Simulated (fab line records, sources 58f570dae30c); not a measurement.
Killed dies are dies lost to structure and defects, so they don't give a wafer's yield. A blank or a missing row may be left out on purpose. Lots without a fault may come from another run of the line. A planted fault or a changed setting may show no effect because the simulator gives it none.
One fault seen from 2 desks | flow berkeley_cmos170 | each desk has only its own numbers; what lay behind them comes last

THE METROLOGY DESK
What the gauges read, lot by lot, whatever tool the lot ran on: means of the sampled wafers that have a number. A lot is out of limits, marked OUT, if its mean lies more than 4 standard deviations from the usual mean; the brackets give that distance.
Columns: A = NWELL_TW at UCB170_NWELL_TW_MEAS_16, usual 1239
lot  | first seen here | A
L205 | day 2 05:34     | 1250
L206 | day 2 14:01     | 1234
L207 | day 3 00:20     | 1236
L208 | day 3 07:32     | 1232
L210 | day 3 12:38     | 1235
L213 | day 4 03:58     | 1251
L214 | day 4 10:41     | 1248
L215 | day 4 17:59     | 1493 (+44) OUT
L217 | day 5 01:05     | 1495 (+44) OUT
L220 | day 5 09:31     | 1495 (+44) OUT
L218 | day 5 09:50     | 1243
L223 | day 6 03:02     | 1230
L224 | day 6 15:00     | 1240
L226 | day 6 21:54     | 1235
L227 | day 7 04:37     | 1239
This desk's finding: out of limits on L215, L217, L220; first on L215, day 4 17:59 (NWELL_TW at UCB170_NWELL_TW_MEAS_16). In limits: L205, L206, L207, L208, L210, L213, L214, L218, L223, L224, L226, L227.

THE TOOL OWNER'S DESK: implanter-02
The tool's own readings at UCB170_NWELL_IMPLANT_14: means of the sampled wafers that have a number, for each lot that ran on this tool. A lot is out of limits, marked OUT, if its mean lies more than 4 standard deviations from the usual mean; the brackets give that distance.
Columns: A = dose_ions_cm2 at UCB170_NWELL_IMPLANT_14, usual 1e+13; B = faraday_current_uA at UCB170_NWELL_IMPLANT_14, usual 31.7; C = tilt_deg at UCB170_NWELL_IMPLANT_14, usual 7.005 degrees
lot  | first seen here | A                       | B              | C
L205 | day 2 05:18     | 1e+13                   | 31.8           | 7.029
L207 | day 3 00:05     | 1e+13                   | 31.7           | 6.974
L208 | day 3 07:17     | 1e+13                   | 32.0           | 7.006
L210 | day 3 12:24     | 1e+13                   | 31.6           | 6.998
L215 | day 4 17:46     | 2e+13 (+99 or more) OUT | 56.0 (+40) OUT | 7.013
L217 | day 5 00:50     | 2e+13 (+99 or more) OUT | 56.3 (+41) OUT | 7.015
L220 | day 5 09:19     | 2e+13 (+99 or more) OUT | 57.2 (+42) OUT | 6.992
This desk's finding: out of limits on L215, L217, L220; first on L215, day 4 17:46 (dose_ions_cm2 at UCB170_NWELL_IMPLANT_14). In limits: L205, L207, L208, L210.

PUT TOGETHER
The tool owner's desk could have raised an alarm at day 4 17:46, on L215, L217, L220.
The metrology desk could have raised an alarm at day 4 17:59, on L215, L217, L220.
Of the lots named, all ran UCB170_NWELL_IMPLANT_14 on implanter-02.

WHAT THE SIMULATOR HAD PUT IN
Process parameter drift: implanter-02, from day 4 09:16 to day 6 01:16, at UCB170_NWELL_IMPLANT_14. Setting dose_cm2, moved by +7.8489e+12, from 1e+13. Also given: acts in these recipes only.
Lots struck among those shown: L215, L217, L220.
Hours from the fault's start to each desk's first reading out of limits: the tool owner's desk, 8; the metrology desk, 9.
